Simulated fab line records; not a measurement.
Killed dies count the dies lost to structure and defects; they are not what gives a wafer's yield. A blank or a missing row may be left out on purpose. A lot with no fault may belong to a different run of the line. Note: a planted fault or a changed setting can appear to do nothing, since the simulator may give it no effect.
fab line records + flow rit-cmos
record
- lots=7
- wafers=21
- last-day=7
route steps=202 shown ACTIVE@1 M1@202
lots that met no fault: from a run of the same line without faults
start-h: the number of hours between the record's first day and the start of the first shown wafer of the lot + wait-h: how many hours have passed since the lot's step before this one + " as in the row above + L1.1+2: a row that stands for several wafers + - either no value or no given start + * or withheld: withheld + < > ~ a bound
route shown NAME@n: names a module that has steps shown in the file, with the first one's number in the route + usual: mean/standard deviation of fault-free wafers + same: alike in all rows + chamber/n: place in a boat + sites: per-site readings + _std_site: how widely they spread, as a standard deviation + _edge_site: mean of outer sites minus mean of inner sites + radius-mm: for every site, how far away it sits from the centre of the wafer + mask NAME#n: copy n + behind: tool/chamber where the wafer was last shaped + hold: reason for holding the lot/hours on hold/outcome of the hold + device: the n, p or np transistor that did not switch + end of line: tests of these same wafers at the route's end + a step without rows: its recipe alone + killed: dies lost to structure and defects at the first sort, not the wafer's yield + map: a wafer's dies, x killed, . not, _ none there
set.NAME: the setting the step ran with; set.NAME@STEP: the setting that earlier step ran with + model.NAME: the simulator's own value behind a step, which no gauge read
lots at selected steps of the route; one table per step, one row per wafer
services: from which hour (start-h, from the record's first day; less than 0 if before it) a tool's chamber was out of use, for how many hours, and why
## steps
# step RIT_ACTIVE_BOW_MEAS_00
# recipe
- mode=bow
# usual
- INCOMING_BOW=1/6.9
| lot.wafer | tool          | chamber | start-h | wait-h | INCOMING_BOW[um] |
|-----------|---------------|---------|---------|--------|------------------|
| L329.2    | film-metro-03 | -       | 15.02   | -      | 8                |
| L329.3    | "             | -       | "       | "      | 1                |
| L329.5    | "             | -       | "       | "      | 14               |
| L333.3    | film-metro-04 | -       | 35.04   | -      | -3               |
| L333.4    | "             | -       | "       | "      | 0                |
| L333.5    | "             | -       | "       | "      | 3                |
| L337.1    | film-metro-03 | -       | 55.00   | -      | 1                |
| L337.4    | "             | -       | "       | "      | 5                |
| L337.6    | "             | -       | "       | "      | -8               |
| L338.1    | film-metro-04 | -       | 60.00   | -      | 11               |
| L338.2    | "             | -       | "       | "      | 0                |
| L338.3    | "             | -       | "       | "      | -13              |
| L342.2    | film-metro-02 | -       | 80.02   | -      | -1               |
| L342.5    | "             | -       | "       | "      | 1                |
| L342.6    | "             | -       | "       | "      | -5               |
| L347.1    | film-metro-02 | -       | 105.00  | -      | 5                |
| L347.5    | "             | -       | "       | "      | 8                |
| L347.6    | "             | -       | "       | "      | -15              |
| L351.1    | film-metro-04 | -       | 125.00  | -      | -11              |
| L351.5    | "             | -       | "       | "      | 4                |
| L351.6    | "             | -       | "       | "      | 0                |
# step RIT_ACTIVE_OXIDATION_01
# recipe
- temp-c=1000
- ambient=O2
- target-thk-a=468
- ox-time-s=3360
# step RIT_ACTIVE_THK_MEAS_02
# recipe
- reads=SiO2_of_ACTIVE_OXIDATION_01
# usual
- ACTIVE_OXIDE_THK=47.2/1
| lot.wafer | tool          | chamber | start-h | wait-h | ACTIVE_OXIDE_THK[nm] |
|-----------|---------------|---------|---------|--------|----------------------|
| L329.2    | film-metro-03 | -       | 17.06   | 0.0    | 46.1                 |
| L329.3    | "             | -       | "       | "      | 46.7                 |
| L329.5    | "             | -       | "       | "      | 46.4                 |
| L333.3    | film-metro-04 | -       | 37.08   | 0.0    | 47.2                 |
| L333.4    | "             | -       | "       | "      | 47.7                 |
| L333.5    | "             | -       | "       | "      | 48.1                 |
| L337.1    | film-metro-04 | -       | 57.79   | 0.0    | 46.1                 |
| L337.4    | "             | -       | "       | "      | 45.7                 |
| L337.6    | "             | -       | "       | "      | 45.8                 |
| L338.1    | film-metro-04 | -       | 62.49   | 0.0    | 47.8                 |
| L338.2    | "             | -       | "       | "      | 48.2                 |
| L338.3    | "             | -       | "       | "      | 47.8                 |
| L342.2    | film-metro-03 | -       | 82.24   | 0.0    | 46.8                 |
| L342.5    | "             | -       | "       | "      | 46.5                 |
| L342.6    | "             | -       | "       | "      | 46.1                 |
| L347.1    | film-metro-02 | -       | 107.05  | 0.0    | 48.3                 |
| L347.5    | "             | -       | "       | "      | 47.9                 |
| L347.6    | "             | -       | "       | "      | 48.2                 |
| L351.1    | film-metro-03 | -       | 129.18  | 0.0    | 46.2                 |
| L351.5    | "             | -       | "       | "      | 46.3                 |
| L351.6    | "             | -       | "       | "      | 46.4                 |
# step RIT_ACTIVE_CVD_03
# recipe
- material=Si3N4
- target-thk-nm=150
- temp-c=810
- precursor=SiH2Cl2/NH3
- time-s=1500
- pressure-mtorr=300
- sih2cl2-flow-sccm=60
- nh3-flow-sccm=150
# step RIT_ACTIVE_THK_MEAS_04
# recipe
- reads=Si3N4_of_ACTIVE_CVD_03
# usual
- ACTIVE_NITRIDE_THK=150.5/1.3
| lot.wafer | tool          | chamber | start-h | wait-h | ACTIVE_NITRIDE_THK[nm] |
|-----------|---------------|---------|---------|--------|------------------------|
| L329.2    | film-metro-04 | -       | 19.25   | 0.0    | 152.8                  |
| L329.3    | "             | -       | "       | "      | 154.3                  |
| L329.5    | "             | -       | "       | "      | 151.5                  |
| L333.3    | film-metro-02 | -       | 38.56   | 0.0    | 150.1                  |
| L333.4    | "             | -       | "       | "      | 151.8                  |
| L333.5    | "             | -       | "       | "      | 150.8                  |
| L337.1    | film-metro-02 | -       | 59.27   | 0.0    | 150.7                  |
| L337.4    | "             | -       | "       | "      | 151.2                  |
| L337.6    | "             | -       | "       | "      | 152.3                  |
| L338.1    | film-metro-02 | -       | 64.09   | 0.0    | 150.2                  |
| L338.2    | "             | -       | "       | "      | 148.1                  |
| L338.3    | "             | -       | "       | "      | 149.6                  |
| L342.2    | film-metro-03 | -       | 83.72   | 0.0    | 152.6                  |
| L342.5    | "             | -       | "       | "      | 152.0                  |
| L342.6    | "             | -       | "       | "      | 152.7                  |
| L347.1    | film-metro-03 | -       | 110.55  | 0.0    | 149.1                  |
| L347.5    | "             | -       | "       | "      | 148.9                  |
| L347.6    | "             | -       | "       | "      | 149.5                  |
| L351.1    | film-metro-02 | -       | 130.66  | 0.0    | 151.2                  |
| L351.5    | "             | -       | "       | "      | 150.9                  |
| L351.6    | "             | -       | "       | "      | 151.4                  |
# step RIT_ACTIVE_HMDS_05
# recipe
- prime-time-s=60
- prime-temp-c=140
# step RIT_ACTIVE_COAT_06
# recipe
- resist=NOVOLAK
- spin-rpm=3250
- resist-thk-nm=1000
# step RIT_ACTIVE_SOFTBAKE_07
# recipe
- resist=NOVOLAK
- temp-c=90
- time-s=60
# step RIT_ACTIVE_EXPOSE_08
# recipe
- mask-id=M1
- na=0.6
- source-shape=conventional
- sigma-outer=0.6
- target-cd-nm=1400
- dose-mj=225
# usual
- exposure-dose-mJ-cm2=224.87/0.24
- reticle-temp-C=23.00/0.1
| lot.wafer | tool             | chamber | start-h | wait-h | mask | exposure-dose-mJ-cm2 | reticle-temp-C |
|-----------|------------------|---------|---------|--------|------|----------------------|----------------|
| L329.2    | iline-stepper-02 | 0       | 19.89   | 0.2    | M1#0 | 224.74               | 22.97          |
| L329.3    | "                | 0       | "       | "      | M1#0 | 224.84               | 22.95          |
| L329.5    | "                | 0       | "       | "      | M1#0 | 224.70               | 23.09          |
| L333.3    | iline-stepper-01 | 0       | 39.09   | 0.1    | M1#0 | 224.82               | 23.01          |
| L333.4    | "                | 0       | "       | "      | M1#0 | 224.86               | 23.22          |
| L333.5    | "                | 0       | "       | "      | M1#0 | 224.76               | 23.15          |
| L337.1    | iline-stepper-02 | 0       | 59.78   | 0.1    | M1#0 | 245.30               | 22.96          |
| L337.4    | "                | 0       | "       | "      | M1#0 | 245.15               | 22.98          |
| L337.6    | "                | 0       | "       | "      | M1#0 | 245.46               | 23.05          |
| L338.1    | iline-stepper-02 | 0       | 64.60   | 0.1    | M1#0 | 241.28               | 23.05          |
| L338.2    | "                | 0       | "       | "      | M1#0 | 241.61               | 23.07          |
| L338.3    | "                | 0       | "       | "      | M1#0 | 241.25               | 23.01          |
| L342.2    | iline-stepper-02 | 0       | 84.36   | 0.2    | M1#0 | 237.86               | 23.05          |
| L342.5    | "                | 0       | "       | "      | M1#0 | 238.09               | 22.93          |
| L342.6    | "                | 0       | "       | "      | M1#0 | 238.01               | 22.98          |
| L347.1    | iline-stepper-01 | 0       | 111.09  | 0.1    | M1#0 | 225.00               | 22.98          |
| L347.5    | "                | 0       | "       | "      | M1#0 | 225.11               | 23.02          |
| L347.6    | "                | 0       | "       | "      | M1#0 | 224.69               | 23.00          |
| L351.1    | iline-stepper-01 | 0       | 131.51  | 0.2    | M1#0 | 225.06               | 23.15          |
| L351.5    | "                | 0       | "       | "      | M1#0 | 224.91               | 23.09          |
| L351.6    | "                | 0       | "       | "      | M1#0 | 225.10               | 23.08          |
# step RIT_ACTIVE_PEB_09
# recipe
- resist=NOVOLAK
- temp-c=withheld
- time-s=withheld
# step RIT_ACTIVE_DEVELOP_10
# recipe
- resist=NOVOLAK
- develop-time-s=50
- dev-temp-c=23
# step RIT_ACTIVE_CD_MEAS_11
# recipe
- target-cd-nm=1400
# usual
- cd-nm=1400.3/2.2
| lot.wafer | tool      | chamber | start-h | wait-h | cd-nm  |
|-----------|-----------|---------|---------|--------|--------|
| L329.2    | cd-sem-01 | -       | 20.29   | -      | 1401.0 |
| L329.3    | "         | -       | "       | "      | 1403.0 |
| L329.5    | "         | -       | "       | "      | 1402.9 |
| L333.3    | cd-sem-01 | -       | 39.49   | -      | 1401.3 |
| L333.4    | "         | -       | "       | "      | 1400.7 |
| L333.5    | "         | -       | "       | "      | 1400.9 |
| L337.1    | cd-sem-01 | -       | 60.18   | -      | 1375.9 |
| L337.4    | "         | -       | "       | "      | 1376.1 |
| L337.6    | "         | -       | "       | "      | 1374.6 |
| L338.1    | cd-sem-02 | -       | 65.00   | -      | 1376.1 |
| L338.2    | "         | -       | "       | "      | 1376.7 |
| L338.3    | "         | -       | "       | "      | 1379.4 |
| L342.2    | cd-sem-02 | -       | 84.76   | -      | 1382.3 |
| L342.5    | "         | -       | "       | "      | 1380.9 |
| L342.6    | "         | -       | "       | "      | 1383.1 |
| L347.1    | cd-sem-01 | -       | 111.58  | -      | 1402.3 |
| L347.5    | "         | -       | "       | "      | 1398.0 |
| L347.6    | "         | -       | "       | "      | 1399.4 |
| L351.1    | cd-sem-01 | -       | 131.91  | -      | 1399.5 |
| L351.5    | "         | -       | "       | "      | 1399.0 |
| L351.6    | "         | -       | "       | "      | 1398.9 |
# step RIT_ACTIVE_HARDBAKE_12
# recipe
- resist=NOVOLAK
- temp-c=140
- time-s=60
# step RIT_ACTIVE_ETCH_13
# recipe
- stop-on=SiO2
- chemistry=SF6
- target=Si3N4
- time-s=210
- over-etch-frac=0.4
- SF6_flow_sccm=200
- pressure-mtorr=260
- rf-w=125
- target-depth-a=2100
# usual
- drypump-motor-current-A=5.9/0.36
- oes-product-au=0.826/0.015
- throttle-valve-pct=7.44/0.11
| lot.wafer | tool        | chamber | start-h | wait-h | drypump-motor-current-A | oes-product-au | rf-hours-counter-h | throttle-valve-pct | model.ACTIVE.cd-nm |
|-----------|-------------|---------|---------|--------|-------------------------|----------------|--------------------|--------------------|--------------------|
| L329.2    | rie-diel-02 | 3       | 20.54   | 0.1    | 5.8                     | 0.810          | 94                 | 7.63               | 1401               |
| L329.3    | "           | 1       | "       | "      | 6.0                     | 0.829          | 19                 | 7.25               | 1403               |
| L329.5    | "           | 2       | "       | "      | 5.7                     | 0.819          | -                  | 7.44               | 1403               |
| L333.3    | rie-diel-04 | 1       | 39.72   | 0.1    | 6.6                     | 0.821          | 83                 | 7.43               | 1402               |
| L333.4    | "           | 0       | "       | "      | 6.0                     | 0.825          | -                  | 7.69               | 1401               |
| L333.5    | "           | 3       | "       | "      | 5.8                     | 0.811          | -                  | 7.44               | 1401               |
| L337.1    | rie-diel-02 | 1       | 60.45   | 0.1    | 6.1                     | 0.815          | 20                 | 7.24               | 1376               |
| L337.4    | "           | 2       | "       | "      | 5.8                     | 0.827          | 63                 | 7.44               | 1376               |
| L337.6    | "           | 2       | "       | "      | 5.8                     | 0.828          | -                  | 7.45               | 1375               |
| L338.1    | rie-diel-04 | 0       | 65.27   | 0.1    | 6.0                     | 0.815          | 90                 | 7.69               | 1376               |
| L338.2    | "           | 3       | "       | "      | 5.8                     | 0.800          | 53                 | 7.42               | 1377               |
| L338.3    | "           | 2       | "       | "      | 5.4                     | 0.836          | 120                | 7.40               | 1379               |
| L342.2    | rie-diel-02 | 1       | 85.01   | 0.1    | 6.1                     | 0.823          | 21                 | 7.26               | 1382               |
| L342.5    | "           | 0       | "       | "      | 6.2                     | 0.838          | -                  | 7.48               | 1381               |
| L342.6    | "           | 3       | "       | "      | 5.8                     | 0.804          | -                  | 7.64               | 1383               |
| L347.1    | rie-diel-02 | 0       | 111.88  | 0.1    | 6.1                     | 0.835          | 5                  | 7.48               | 1402               |
| L347.5    | "           | 1       | "       | "      | 6.1                     | 0.809          | -                  | 7.24               | 1398               |
| L347.6    | "           | 2       | "       | "      | 5.7                     | 0.814          | -                  | 7.44               | 1400               |
| L351.1    | rie-diel-03 | 2       | 132.18  | 0.1    | 6.3                     | 0.832          | 2                  | 7.34               | 1400               |
| L351.5    | "           | 2       | "       | "      | 6.3                     | 0.837          | -                  | 7.33               | 1399               |
| L351.6    | "           | 1       | "       | "      | 5.7                     | 0.852          | -                  | 7.41               | 1399               |
# step RIT_ACTIVE_STRIP_14
# recipe
- chemistry=O2
- time-s=180
- resist=NOVOLAK
- platen-temp-c=withheld
- power-w=500
- pressure-mtorr=4000
- o2-flow-sccm=4000
# usual
- drypump-motor-current-A=5.5/0.35
| lot.wafer | tool            | chamber | start-h | wait-h | drypump-motor-current-A | rf-hours-counter-h |
|-----------|-----------------|---------|---------|--------|-------------------------|--------------------|
| L329.2    | plasma-asher-01 | 0       | 20.68   | 0.1    | 5.9                     | 39                 |
| L329.3    | "               | 1       | "       | "      | 5.8                     | -                  |
| L329.5    | "               | 0       | "       | "      | 5.9                     | -                  |
| L333.3    | plasma-asher-01 | 1       | 39.91   | 0.1    | 5.8                     | -                  |
| L333.4    | "               | 0       | "       | "      | 5.9                     | -                  |
| L333.5    | "               | 0       | "       | "      | 5.9                     | -                  |
| L337.1    | plasma-asher-01 | 0       | 60.58   | 0.1    | 5.9                     | 43                 |
| L337.4    | "               | 0       | "       | "      | 5.9                     | -                  |
| L337.6    | "               | 0       | "       | "      | 5.9                     | -                  |
| L338.1    | plasma-asher-02 | 1       | 65.40   | 0.1    | 4.9                     | 41                 |
| L338.2    | "               | 0       | "       | "      | 5.6                     | 41                 |
| L338.3    | "               | 1       | "       | "      | 4.9                     | -                  |
| L342.2    | plasma-asher-01 | 1       | 85.15   | 0.1    | 5.8                     | 45                 |
| L342.5    | "               | 0       | "       | "      | 5.9                     | -                  |
| L342.6    | "               | 1       | "       | "      | 5.8                     | -                  |
| L347.1    | plasma-asher-03 | 0       | 112.01  | 0.1    | 5.2                     | 47                 |
| L347.5    | "               | 0       | "       | "      | 5.1                     | -                  |
| L347.6    | "               | 1       | "       | "      | 5.5                     | -                  |
| L351.1    | plasma-asher-03 | 1       | 132.32  | 0.1    | 5.5                     | 50                 |
| L351.5    | "               | 0       | "       | "      | 5.1                     | -                  |
| L351.6    | "               | 1       | "       | "      | 5.5                     | -                  |
# step RIT_M1_PROBE_99
# usual
- killed-at-front-end=7/3.1
- killed-dies=7/3.1
- killed-open=3.5/2
- killed-short=3.3/2
# same
- gross-dies=264
- killed_at_M0_to_M3=0
- killed_at_M4_up=0
- killed-at-back-side=0
- killed-at-contacts=0
- killed-at-other=0
| lot.wafer | tool      | chamber | start-h | wait-h | killed-at-front-end | killed-dies | killed-open | killed-short |
|-----------|-----------|---------|---------|--------|---------------------|-------------|-------------|--------------|
| L329.2    | prober-01 | -       | 63.41   | 0.1    | 5                   | 5           | 3           | 2            |
| L329.3    | prober-01 | -       | 63.46   | 0.2    | 14                  | 14          | 7           | 7            |
| L329.5    | prober-01 | -       | 63.56   | 0.2    | 4                   | 4           | 2           | 2            |
| L333.3    | prober-01 | -       | 86.49   | 0.2    | 2                   | 2           | 1           | 1            |
| L333.4    | prober-01 | -       | 86.54   | 0.2    | 4                   | 4           | 2           | 2            |
| L333.5    | prober-01 | -       | 86.59   | 0.2    | 5                   | 5           | 4           | 1            |
| L337.1    | prober-01 | -       | 108.21  | 0.1    | 8                   | 8           | 4           | 4            |
| L337.4    | prober-01 | -       | 108.36  | 0.2    | 6                   | 6           | 2           | 4            |
| L337.6    | prober-01 | -       | 108.46  | 0.2    | 4                   | 4           | 3           | 1            |
| L338.1    | prober-02 | -       | 114.13  | 0.1    | 3                   | 3           | 2           | 1            |
| L338.2    | prober-02 | -       | 114.18  | 0.1    | 5                   | 5           | 3           | 2            |
| L338.3    | prober-02 | -       | 114.23  | 0.2    | 0                   | 0           | 0           | 0            |
| L342.2    | prober-02 | -       | 130.65  | 0.1    | 6                   | 6           | 6           | 0            |
| L342.5    | prober-02 | -       | 130.80  | 0.2    | 7                   | 7           | 2           | 5            |
| L342.6    | prober-02 | -       | 130.85  | 0.2    | 6                   | 6           | 2           | 4            |
| L347.1    | prober-01 | -       | 156.59  | 0.1    | 3                   | 3           | 1           | 2            |
| L347.5    | prober-01 | -       | 156.79  | 0.2    | 4                   | 4           | 1           | 3            |
| L347.6    | prober-01 | -       | 156.84  | 0.2    | 6                   | 6           | 4           | 2            |
| L351.1    | prober-01 | -       | 176.22  | 0.1    | 4                   | 4           | 0           | 4            |
| L351.5    | prober-01 | -       | 176.42  | 0.2    | 11                  | 11          | 9           | 2            |
| L351.6    | prober-01 | -       | 176.47  | 0.2    | 11                  | 11          | 6           | 5            |
# killed by level:class
L329.2 FOX1:geometric-particle:short=1 FOX2:geometric-particle:open=1 GATE:geometric-particle:open=1 SPACER:geometric-particle:open=1 SILICIDE:geometric-particle:short=1
L329.3 GATE:geometric-particle:short=4 REOX:geometric-particle:open=2 SPACER:geometric-particle:open=2 FOX1:geometric-particle:open=1 FOX1:geometric-particle:short=1 GATE:geometric-particle:open=1 SPACER:geometric-particle:short=1 SILICIDE:geometric-particle:open=1
L329.5 GATE:geometric-particle:short=2 GATE:geometric-particle:open=1 SPACER:geometric-particle:open=1
L333.3 GATE:geometric-particle:open=1 REOX:geometric-particle:short=1
L333.4 GATE:geometric-particle:short=1 GATE:geometric-particle:open=1 REOX:geometric-particle:open=1 REOX:geometric-particle:short=1
L333.5 GATE:geometric-particle:open=2 GATE:geometric-particle:short=1 REOX:geometric-particle:open=1 SILICIDE:geometric-particle:open=1
L337.1 GATE:geometric-particle:short=3 FOX1:geometric-particle:open=2 GATE:geometric-particle:open=1 REOX:geometric-particle:open=1 SILICIDE:geometric-particle:short=1
L337.4 FOX1:geometric-particle:short=2 FOX1:geometric-particle:open=1 FOX2:geometric-particle:short=1 GATE:geometric-particle:short=1 GATE:geometric-particle:open=1
L337.6 GATE:geometric-particle:short=1 GATE:geometric-particle:open=1 REOX:geometric-particle:open=1 SPACER:geometric-particle:open=1
L338.1 FOX2:geometric-particle:open=1 SPACER:geometric-particle:open=1 SPACER:geometric-particle:short=1
L338.2 SPACER:geometric-particle:open=2 ACTIVE:geometric-particle:short=1 FOX1:geometric-particle:short=1 FOX1:geometric-particle:open=1
L342.2 GATE:geometric-particle:open=5 FOX1:geometric-particle:open=1
L342.5 FOX1:geometric-particle:short=1 FOX2:geometric-particle:open=1 FOX2:geometric-particle:short=1 GATE:geometric-particle:short=1 REOX:geometric-particle:short=1 SILICIDE:geometric-particle:open=1 SILICIDE:geometric-particle:short=1
L342.6 GATE:geometric-particle:open=2 SPACER:geometric-particle:short=2 GATE:geometric-particle:short=1 REOX:geometric-particle:short=1
L347.1 SILICIDE:geometric-particle:short=2 REOX:geometric-particle:open=1
L347.5 GATE:geometric-particle:short=2 GATE:geometric-particle:open=1 REOX:geometric-particle:short=1
L347.6 GATE:geometric-particle:short=2 FOX1:geometric-particle:open=1 GATE:geometric-particle:open=1 SPACER:geometric-particle:open=1 SILICIDE:geometric-particle:open=1
L351.1 GATE:geometric-particle:short=3 SPACER:geometric-particle:short=1
L351.5 FOX2:geometric-particle:open=3 GATE:geometric-particle:short=2 GATE:geometric-particle:open=2 SILICIDE:geometric-particle:open=2 FOX1:geometric-particle:open=1 REOX:geometric-particle:open=1
L351.6 GATE:geometric-particle:open=4 GATE:geometric-particle:short=4 FOX1:geometric-particle:open=1 REOX:geometric-particle:open=1 REOX:geometric-particle:short=1
## services
| tool             | chamber | start-h | hours | kind        |
|------------------|---------|---------|-------|-------------|
| iline-stepper-02 | -       | 7.72    | 0.9   | repair      |
| rie-diel-04      | 2       | 14.79   | 2.4   | repair      |
| iline-stepper-01 | -       | 16.19   | 2.0   | repair      |
| rie-diel-04      | 1       | 19.58   | 10.2  | repair      |
| rie-diel-04      | 2       | 30.47   | 10.7  | repair      |
| iline-stepper-02 | 0       | 39.55   | -     | calibration |
| rie-diel-03      | 3       | 47.04   | 21.2  | repair      |
| rie-diel-03      | 1       | 65.27   | 17.5  | repair      |
| iline-stepper-02 | -       | 72.14   | 4.4   | pm          |
| plasma-asher-02  | -       | 75.76   | 0.5   | repair      |
| plasma-asher-01  | -       | 81.88   | 3.2   | repair      |
| rie-diel-03      | -       | 85.17   | 14.6  | pm          |
| rie-diel-04      | -       | 91.95   | 0.8   | repair      |
| iline-stepper-02 | -       | 102.30  | 0.7   | repair      |
| plasma-asher-01  | -       | 108.75  | 9.0   | pm          |
| plasma-asher-01  | 0       | 108.75  | 9.0   | vent-cycle  |
| plasma-asher-01  | 1       | 108.75  | 9.0   | vent-cycle  |
| plasma-asher-01  | -       | 110.76  | 0.7   | repair      |
| plasma-asher-01  | 0       | 117.75  | -     | clean       |
| plasma-asher-01  | 1       | 117.75  | -     | clean       |
| rie-diel-03      | 3       | 120.34  | 23.2  | repair      |
| plasma-asher-02  | -       | 124.14  | 9.8   | repair      |
## key
first-sign
- step=RIT_ACTIVE_EXPOSE_08
- reading=exposure-dose-mJ-cm2
- direction=up
- sigmas=69
- usual=224.87
- struck=241.56
effect
- step=RIT_ACTIVE_CD_MEAS_11
- reading=cd-nm
- direction=down
- sigmas=10
- usual=1400.3
- struck=1378.3
- through=control-loop
model-effect
- step=RIT_ACTIVE_ETCH_13
- value=ACTIVE.cd-nm
- without=1399
- struck=1378
met-at RIT_ACTIVE_EXPOSE_08
struck-wafers L337.1,L337.4,L337.6,L338.1,L338.2,L338.3,L342.2,L342.5,L342.6
tester-left-out L337,L338,L342
loop-trim
- step=RIT_ACTIVE_EXPOSE_08
- setting=dose
- lots=L338,L342
onset-between 19.89 59.78
fault
- kind=process-parameter-drift
- tool=iline-stepper-02
- chamber=-
- onset-h=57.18
- steps=RIT_ACTIVE_EXPOSE_08
- channel=dose-mj
- offset=20.245
- shape=step
- acts-in=these-recipes-only
- stated=225
# tester-left-out: of these lots the tester's yield and bins aren't shown, on N5 and GAA mostly nor the transistor test; their killed dies are dies lost to structure and defects alone, not to doping, threshold or leakage, so they don't give the yield
# loop-trim: a control loop set the setting to another value than it would have without faults
